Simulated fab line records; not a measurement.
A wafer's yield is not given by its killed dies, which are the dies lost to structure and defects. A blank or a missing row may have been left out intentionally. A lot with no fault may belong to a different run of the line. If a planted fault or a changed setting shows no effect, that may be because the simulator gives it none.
One fault through the eyes of 2 desks / flow berkeley cmos170 / each desk has only its own numbers; what lay behind them comes last

== FOR THE TOOL OWNER'S DESK: litho track-01 ==
The tool's own readings at UCB170_PSD_PEB_04, given as means over the sampled wafers that have a number, one for each lot that went through this tool. Any lot whose mean is over 4 standard deviations away from the usual mean is out of limits and marked OUT; that distance is given in the brackets.
Columns: A = chill plate temp C at UCB170_PSD_PEB_04, usual 23.00 C; B = exhaust pa at UCB170_PSD_PEB_04, usual 44.9 Pa
lot=L910; first seen here=day 8 03:09; A=22.89; B=45.4
lot=L919; first seen here=day 10 03:44; A=23.04; B=45.8
lot=L923; first seen here=day 10 23:51; A=23.02; B=44.8
lot=L929; first seen here=day 12 09:00; A=22.93; B=45.2
This desk's finding: nothing out of limits on any of the 4 lots.

== METROLOGY DESK ==
What the gauges read, lot by lot, whatever tool the lot ran on: means of the sampled wafers that have a number. Any lot whose mean is over 4 standard deviations away from the usual mean is out of limits and marked OUT; that distance is given in the brackets.
Columns: A = CONTACT_OVL at UCB170_CONTACT_OVL_MEAS_16, usual 0 nm
lot=L910; first seen here=day 8 12:42; A=6
lot=L911; first seen here=day 9 03:29; A=-6
lot=L913; first seen here=day 9 05:10; A=3
lot=L916; first seen here=day 9 22:38; A=3
lot=L915; first seen here=day 9 22:54; A=-5
lot=L919; first seen here=day 10 13:17; A=1
lot=L918; first seen here=day 10 13:19; A=7
lot=L923; first seen here=day 11 11:00; A=0
lot=L926; first seen here=day 11 15:14; A=-7
lot=L928; first seen here=day 12 22:16; A=6
lot=L932; first seen here=day 12 22:26; A=-4
lot=L929; first seen here=day 12 22:31; A=2
lot=L931; first seen here=day 12 22:38; A=2
lot=L930; first seen here=day 12 22:46; A=-3
This desk's finding: nothing out of limits on any of the 14 lots.

== ALL TOGETHER ==
The tool owner's desk saw nothing out of limits.
Metrology desk: nothing out of limits seen.

== WHAT THE SIMULATOR HAD INSERTED ==
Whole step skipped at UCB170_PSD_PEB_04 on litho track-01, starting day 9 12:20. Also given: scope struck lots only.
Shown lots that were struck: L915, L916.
